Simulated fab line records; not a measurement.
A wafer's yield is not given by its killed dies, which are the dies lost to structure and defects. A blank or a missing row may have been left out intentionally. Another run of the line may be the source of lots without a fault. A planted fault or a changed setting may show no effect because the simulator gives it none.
fab line records + flow rit-cmos
record:
- lots: 13
- wafers: 39
- last-day: 6
route steps=202 shown GATE@89 NSD@140 PLDD@159 M1@202
lots that met no fault: taken from a fault-free run of the same line
start-h: start of the lot's first displayed wafer, in hours after the record's first day + wait-h: hours since the lot's step before + " as in the row above + L1.1+2: a single row standing in for several wafers + - no value present, or no start provided + * or withheld: withheld + < > ~ a bound
route shown NAME@n: a module of which the file shows steps, and the number in the route of the first + usual: mean/standard deviation taken from wafers without a fault + same: alike in all rows + chamber/n: place in a boat + sites: the reading at each site + _std_site: standard deviation across them + _edge_site: inner sites' mean taken away from outer sites' mean + radius-mm: for every site, how far away it sits from the centre of the wafer + mask NAME#n: copy n + behind: the most recent tool/chamber to have shaped the wafer + hold: why the lot went on hold/how many hours it stayed there/how the hold came to an end + device: whichever transistor did not switch (one of n, p or np) + end of line: tests of these same wafers at the route's end + a step without rows: its recipe alone + killed: dies that structure and defects cost at the first sort, which is not the same as the wafer's yield + map: dies across one wafer; x = killed, . = not, _ = none there
set.NAME: the setting as run; set.NAME@STEP: as run at that earlier step + model.NAME: the simulator's own value behind a step, which no gauge read
the route's steps for a sample of lots (tables are steps, rows are wafers)
services: a tool's chamber out of use, with start hour (start-h, from the record's first day; less than 0 if before it), hours out, and reason
== steps ==
step: RIT_GATE_EXPOSE_13
recipe:
- mask-id: M6
- na: 0.6
- source-shape: conventional
- sigma-outer: 0.6
- target-cd-nm: 150
- dose-mj: 380
| lot.wafer  | tool             | chamber | start-h | wait-h | mask    |
|------------|------------------|---------|---------|--------|---------|
| L712.1+3+6 | iline-stepper-02 | 0       | 45.23   | 0.1    | M6#0    |
| L713.1+3+6 | iline-stepper-02 | 0       | 50.89   | 0.1    | M6#0    |
| L714.2+5+6 | iline-stepper-02 | 0       | 51.02   | 0.2    | M6#0    |
| L715.4+5+6 | iline-stepper-01 | 0       | 58.41   | 0.2    | M6#0    |
| L716.1+5+6 | iline-stepper-02 | 0       | 58.60   | 0.5    | M6#0    |
| L717.1+3+6 | iline-stepper-02 | 0       | 62.19   | 0.1    | M6#0    |
| L719.4+5+6 | iline-stepper-02 | 0       | 74.90   | 0.2    | M6#0    |
| L720.1+4+6 | iline-stepper-02 | 0       | 78.15   | 0.1    | M6#0    |
| L722.2+4+6 | iline-stepper-02 | 0       | 90.78   | 0.2    | M6#0    |
| L723.3+4+5 | iline-stepper-02 | 0       | 102.74  | 0.1    | M6#0    |
| L725.1+2+4 | iline-stepper-01 | 0       | 103.42  | 0.2    | M6#0    |
| L726.1+2+3 | iline-stepper-02 | 0       | 110.89  | 0.1    | M6_R1#0 |
| L727.2+5+6 | iline-stepper-01 | 0       | 117.02  | 0.2    | M6#0    |
step: RIT_GATE_CD_MEAS_16
recipe:
- target-cd-nm: 150
usual:
- cd-nm: 149.6/2.5
| lot.wafer | tool      | chamber | start-h | wait-h | cd-nm |
|-----------|-----------|---------|---------|--------|-------|
| L712.1    | cd-sem-01 | -       | 45.79   | -      | 154.7 |
| L712.3    | "         | -       | "       | "      | 154.3 |
| L712.6    | "         | -       | "       | "      | 151.5 |
| L713.1    | cd-sem-01 | -       | 51.29   | -      | 148.9 |
| L713.3    | "         | -       | "       | "      | 149.3 |
| L713.6    | "         | -       | "       | "      | 149.5 |
| L714.2    | cd-sem-02 | -       | 51.56   | -      | 148.7 |
| L714.5    | "         | -       | "       | "      | 146.5 |
| L714.6    | "         | -       | "       | "      | 145.3 |
| L715.4    | cd-sem-01 | -       | 58.84   | -      | 152.1 |
| L715.5    | "         | -       | "       | "      | 152.9 |
| L715.6    | "         | -       | "       | "      | 152.7 |
| L716.1    | cd-sem-02 | -       | 59.00   | -      | 152.4 |
| L716.5    | "         | -       | "       | "      | 152.5 |
| L716.6    | "         | -       | "       | "      | 151.4 |
| L717.1    | cd-sem-02 | -       | 62.59   | -      | 149.2 |
| L717.3    | "         | -       | "       | "      | 149.5 |
| L717.6    | "         | -       | "       | "      | 150.6 |
| L719.4    | cd-sem-01 | -       | 75.30   | -      | 150.8 |
| L719.5    | "         | -       | "       | "      | 150.1 |
| L719.6    | "         | -       | "       | "      | 148.9 |
| L720.1    | cd-sem-02 | -       | 78.55   | -      | 148.6 |
| L720.4    | "         | -       | "       | "      | 147.9 |
| L720.6    | "         | -       | "       | "      | 149.6 |
| L722.2    | cd-sem-01 | -       | 91.18   | -      | 150.5 |
| L722.4    | "         | -       | "       | "      | 148.1 |
| L722.6    | "         | -       | "       | "      | 148.0 |
| L723.3    | cd-sem-01 | -       | 103.14  | -      | 149.3 |
| L723.4    | "         | -       | "       | "      | 148.6 |
| L723.5    | "         | -       | "       | "      | 149.3 |
| L725.1    | cd-sem-01 | -       | 103.84  | -      | 148.2 |
| L725.2    | "         | -       | "       | "      | 148.5 |
| L725.4    | "         | -       | "       | "      | 147.9 |
| L726.1    | cd-sem-02 | -       | 111.29  | -      | 163.2 |
| L726.2    | "         | -       | "       | "      | 163.9 |
| L726.3    | "         | -       | "       | "      | 164.6 |
| L727.2    | cd-sem-01 | -       | 117.42  | -      | 149.2 |
| L727.5    | "         | -       | "       | "      | 151.1 |
| L727.6    | "         | -       | "       | "      | 150.2 |
step: RIT_GATE_OVL_MEAS_17
usual:
- GATE_OVL: 0.6/1.5
| lot.wafer | tool       | chamber | start-h | wait-h | GATE_OVL[nm] |
|-----------|------------|---------|---------|--------|--------------|
| L712.1    | overlay-02 | -       | 45.91   | 0.1    | 0.8          |
| L712.3    | "          | -       | "       | "      | 1.6          |
| L712.6    | "          | -       | "       | "      | 0.9          |
| L713.1    | overlay-01 | -       | 51.41   | 0.1    | 2.3          |
| L713.3    | "          | -       | "       | "      | 2.7          |
| L713.6    | "          | -       | "       | "      | 1.6          |
| L714.2    | overlay-01 | -       | 51.67   | 0.1    | 0.4          |
| L714.5    | "          | -       | "       | "      | 1.2          |
| L714.6    | "          | -       | "       | "      | -0.2         |
| L715.4    | overlay-01 | -       | 58.91   | 0.1    | 1.4          |
| L715.5    | "          | -       | "       | "      | -0.4         |
| L715.6    | "          | -       | "       | "      | 1.8          |
| L716.1    | overlay-01 | -       | 59.12   | 0.1    | 0.5          |
| L716.5    | "          | -       | "       | "      | 0.4          |
| L716.6    | "          | -       | "       | "      | -0.7         |
| L717.1    | overlay-01 | -       | 62.71   | 0.1    | 2.4          |
| L717.3    | "          | -       | "       | "      | 1.3          |
| L717.6    | "          | -       | "       | "      | 0.7          |
| L719.4    | overlay-01 | -       | 75.38   | 0.1    | 0.5          |
| L719.5    | "          | -       | "       | "      | 2.6          |
| L719.6    | "          | -       | "       | "      | 3.9          |
| L720.1    | overlay-01 | -       | 78.67   | 0.1    | 0.9          |
| L720.4    | "          | -       | "       | "      | 0.7          |
| L720.6    | "          | -       | "       | "      | 1.3          |
| L722.2    | overlay-02 | -       | 91.29   | 0.1    | 1.7          |
| L722.4    | "          | -       | "       | "      | 1.6          |
| L722.6    | "          | -       | "       | "      | 0.8          |
| L723.3    | overlay-02 | -       | 103.24  | 0.1    | 1.8          |
| L723.4    | "          | -       | "       | "      | 1.7          |
| L723.5    | "          | -       | "       | "      | 2.2          |
| L725.1    | overlay-02 | -       | 103.96  | 0.1    | -0.6         |
| L725.2    | "          | -       | "       | "      | -2.2         |
| L725.4    | "          | -       | "       | "      | -1.4         |
| L726.1    | overlay-01 | -       | 111.41  | 0.1    | 2.8          |
| L726.2    | "          | -       | "       | "      | -0.5         |
| L726.3    | "          | -       | "       | "      | 0.3          |
| L727.2    | overlay-01 | -       | 117.53  | 0.1    | -0.1         |
| L727.5    | "          | -       | "       | "      | 0.5          |
| L727.6    | "          | -       | "       | "      | -0.7         |
step: RIT_NSD_STRIP_09
recipe:
- chemistry: O2
- time-s: 180
- resist: NOVOLAK
- platen-temp-c: withheld
- power-w: 500
- pressure-mtorr: 4000
- o2-flow-sccm: 4000
usual:
- drypump-motor-current-A: 5.5/0.43
- rf-refl-power-W: 6.6/0.65
| lot.wafer | tool            | chamber | start-h | wait-h | drypump-motor-current-A | rf-hours-counter-h | rf-refl-power-W |
|-----------|-----------------|---------|---------|--------|-------------------------|--------------------|-----------------|
| L712.1    | plasma-asher-02 | 0       | 57.81   | 0.1    | 5.3                     | 39                 | 6.9             |
| L712.3    | "               | 1       | "       | "      | 6.1                     | -                  | 7.1             |
| L712.6    | "               | 0       | "       | "      | 5.3                     | -                  | 6.8             |
| L713.1    | plasma-asher-03 | 0       | 63.90   | 0.1    | 5.5                     | 41                 | 6.1             |
| L713.3    | "               | 1       | "       | "      | 5.9                     | -                  | 7.8             |
| L713.6    | "               | 0       | "       | "      | 5.5                     | -                  | 6.2             |
| L714.2    | plasma-asher-03 | 0       | 65.39   | 0.1    | 5.5                     | 41                 | 6.1             |
| L714.5    | "               | 0       | "       | "      | 5.5                     | -                  | 5.8             |
| L714.6    | "               | 1       | "       | "      | 6.0                     | -                  | 7.9             |
| L715.4    | plasma-asher-02 | 0       | 69.96   | 0.1    | 5.3                     | -                  | 6.8             |
| L715.5    | "               | 0       | "       | "      | 5.3                     | -                  | 7.2             |
| L715.6    | "               | 1       | "       | "      | 6.2                     | -                  | 7.2             |
| L716.1    | plasma-asher-01 | 0       | 71.41   | 0.1    | 4.9                     | 42                 | 6.4             |
| L716.5    | "               | 0       | "       | "      | 4.9                     | -                  | 6.2             |
| L716.6    | "               | 1       | "       | "      | 5.4                     | -                  | 6.2             |
| L717.1    | plasma-asher-02 | 0       | 74.04   | 0.1    | 5.3                     | 42                 | 7.0             |
| L717.3    | "               | 1       | "       | "      | 6.1                     | -                  | 7.2             |
| L717.6    | "               | 0       | "       | "      | 5.3                     | -                  | 6.8             |
| L719.4    | plasma-asher-02 | 1       | 87.91   | 0.1    | 6.1                     | -                  | 7.3             |
| L719.5    | "               | 1       | "       | "      | 6.2                     | -                  | 7.0             |
| L719.6    | "               | 0       | "       | "      | 5.3                     | -                  | 7.1             |
| L720.1    | plasma-asher-03 | 0       | 90.06   | 0.1    | 5.5                     | 44                 | 5.9             |
| L720.4    | "               | 0       | "       | "      | 5.5                     | -                  | 6.0             |
| L720.6    | "               | 1       | "       | "      | 6.0                     | -                  | 7.4             |
| L722.2    | plasma-asher-02 | 0       | 102.56  | 0.1    | 5.3                     | 44                 | 7.0             |
| L722.4    | "               | 1       | "       | "      | 6.1                     | -                  | 7.2             |
| L722.6    | "               | 0       | "       | "      | 5.3                     | -                  | 7.3             |
| L723.3    | plasma-asher-03 | 0       | 113.41  | 0.1    | 5.4                     | -                  | 6.2             |
| L723.4    | "               | 1       | "       | "      | 6.0                     | -                  | 7.8             |
| L723.5    | "               | 1       | "       | "      | 5.9                     | -                  | 7.8             |
| L725.1    | plasma-asher-01 | 1       | 116.99  | 0.1    | 5.4                     | 47                 | 6.1             |
| L725.2    | "               | 0       | "       | "      | 4.9                     | 47                 | 5.9             |
| L725.4    | "               | 0       | "       | "      | 4.9                     | -                  | 6.1             |
| L726.1    | plasma-asher-02 | 0       | 122.94  | 0.1    | 5.3                     | 1                  | 7.2             |
| L726.2    | "               | 1       | "       | "      | 6.1                     | 1                  | 7.0             |
| L726.3    | "               | 1       | "       | "      | 6.1                     | -                  | 7.2             |
| L727.2    | plasma-asher-03 | 0       | 128.39  | 0.1    | 5.5                     | 48                 | 5.9             |
| L727.5    | "               | 0       | "       | "      | 5.5                     | -                  | 5.9             |
| L727.6    | "               | 1       | "       | "      | 6.0                     | -                  | 7.8             |
step: RIT_SDANNEAL_RS_MEAS_06
recipe:
- thk-meas-gauge: four-point-probe
usual:
- PLDD_RS: 179.0/0.4
| lot.wafer | tool          | chamber | start-h | wait-h | PLDD_RS[ohm/sq] |
|-----------|---------------|---------|---------|--------|-----------------|
| L712.1    | film-metro-03 | -       | 60.54   | 0.1    | 179.6           |
| L712.3    | "             | -       | "       | "      | 179.0           |
| L712.6    | "             | -       | "       | "      | 179.1           |
| L713.1    | film-metro-03 | -       | 66.59   | 0.1    | 179.3           |
| L713.3    | "             | -       | "       | "      | 179.4           |
| L713.6    | "             | -       | "       | "      | 179.1           |
| L714.2    | film-metro-02 | -       | 68.04   | 0.1    | 178.7           |
| L714.5    | "             | -       | "       | "      | 178.6           |
| L714.6    | "             | -       | "       | "      | 178.8           |
| L715.4    | film-metro-02 | -       | 72.50   | 0.1    | 179.6           |
| L715.5    | "             | -       | "       | "      | 179.3           |
| L715.6    | "             | -       | "       | "      | 179.0           |
| L716.1    | film-metro-04 | -       | 73.93   | 0.1    | 179.3           |
| L716.5    | "             | -       | "       | "      | 179.1           |
| L716.6    | "             | -       | "       | "      | 179.4           |
| L717.1    | film-metro-03 | -       | 76.38   | 0.1    | 178.8           |
| L717.3    | "             | -       | "       | "      | 178.6           |
| L717.6    | "             | -       | "       | "      | 178.7           |
| L719.4    | film-metro-02 | -       | 90.89   | 0.1    | 178.2           |
| L719.5    | "             | -       | "       | "      | 178.6           |
| L719.6    | "             | -       | "       | "      | 179.0           |
| L720.1    | film-metro-04 | -       | 92.56   | 0.1    | 178.9           |
| L720.4    | "             | -       | "       | "      | 179.0           |
| L720.6    | "             | -       | "       | "      | 179.3           |
| L722.2    | film-metro-03 | -       | 104.98  | 0.1    | 178.8           |
| L722.4    | "             | -       | "       | "      | 179.3           |
| L722.6    | "             | -       | "       | "      | 178.1           |
| L723.3    | film-metro-04 | -       | 115.84  | 0.1    | 178.8           |
| L723.4    | "             | -       | "       | "      | 179.3           |
| L723.5    | "             | -       | "       | "      | 178.8           |
| L725.1    | film-metro-03 | -       | 119.73  | 0.1    | 179.6           |
| L725.2    | "             | -       | "       | "      | 179.6           |
| L725.4    | "             | -       | "       | "      | 179.5           |
| L726.1    | film-metro-03 | -       | 125.29  | 0.1    | 179.1           |
| L726.2    | "             | -       | "       | "      | 178.6           |
| L726.3    | "             | -       | "       | "      | 179.0           |
| L727.2    | film-metro-03 | -       | 130.74  | 0.1    | 179.1           |
| L727.5    | "             | -       | "       | "      | 179.2           |
| L727.6    | "             | -       | "       | "      | 179.3           |
step: RIT_M1_PROBE_99
usual:
- killed_at_M0_to_M3: 0.0/0.083
- killed-at-contacts: 0.1/0.27
- killed-at-front-end: 7/3.3
- killed-dies: 7/3.3
- killed-open: 3.5/2
- killed-short: 3.8/2.2
same:
- gross-dies: 264
- killed_at_M4_up: 0
- killed-at-back-side: 0
- killed-at-other: 0
| lot.wafer | tool      | chamber | start-h | wait-h | killed_at_M0_to_M3 | killed-at-contacts | killed-at-front-end | killed-dies | killed-open | killed-short |
|-----------|-----------|---------|---------|--------|--------------------|--------------------|---------------------|-------------|-------------|--------------|
| L726.1    | prober-02 | -       | 132.29  | 0.1    | 0                  | 0                  | 8                   | 8           | 4           | 4            |
| L726.2    | prober-02 | -       | 132.34  | 0.1    | 0                  | 0                  | 7                   | 7           | 6           | 1            |
| L726.3    | prober-02 | -       | 132.39  | 0.2    | 0                  | 0                  | 6                   | 6           | 3           | 2            |
killed by level:class
L726.1 FOX1:geometric-particle:short=2 FOX1:geometric-particle:open=2 FOX2:geometric-particle:open=1 GATE:geometric-particle:short=1 REOX:geometric-particle:open=1 SILICIDE:geometric-particle:short=1
L726.2 FOX1:geometric-particle:open=2 REOX:geometric-particle:open=2 FOX2:geometric-particle:open=1 GATE:geometric-particle:short=1 GATE:geometric-particle:open=1
L726.3 FOX2:geometric-particle:open=1 GATE:geometric-particle:short=1 SPACER:geometric-particle:open=1 SPACER:geometric-particle:short=1 SILICIDE:geometric-particle:open=1 GATE:area-expose=1
== services ==
| tool             | chamber | start-h | hours | kind       |
|------------------|---------|---------|-------|------------|
| plasma-asher-03  | -       | 45.49   | 2.8   | repair     |
| iline-stepper-01 | -       | 49.53   | 1.7   | pm         |
| iline-stepper-01 | -       | 71.82   | 3.2   | repair     |
| plasma-asher-03  | -       | 78.11   | 4.9   | repair     |
| iline-stepper-01 | -       | 94.47   | 6.9   | repair     |
| plasma-asher-02  | -       | 108.75  | 9.0   | pm         |
| plasma-asher-02  | 0       | 108.75  | 9.0   | vent-cycle |
| plasma-asher-02  | 1       | 108.75  | 9.0   | vent-cycle |
| plasma-asher-02  | 0       | 117.75  | -     | clean      |
| plasma-asher-02  | 1       | 117.75  | -     | clean      |
== key ==
first-sign:
- step: RIT_GATE_EXPOSE_13
- reading: mask
- direction: changed
effect:
- step: RIT_GATE_CD_MEAS_16
- reading: cd-nm
- direction: up
- sigmas: 5.7
- usual: 149.6
- struck: 163.9
met-at RIT_GATE_EXPOSE_13
struck-lots L726
tester-left-out L726
not-acting-at RIT_GATE_OVL_MEAS_17,RIT_NSD_STRIP_09,RIT_SDANNEAL_RS_MEAS_06
onset-between 102.74 110.89
fault:
- kind: wrong-mask
- tool: any
- chamber: -
- onset-h: 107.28
- steps: RIT_GATE_EXPOSE_13
- aux-copy: M6_R1#0
- cd-offset-nm: 15
- scope: struck-lots-only
tester-left-out: of these lots the tester's yield and bins aren't shown, on N5 and GAA mostly nor the transistor test; their killed dies are dies lost to structure and defects alone, not to doping, threshold or leakage, so they don't give the yield
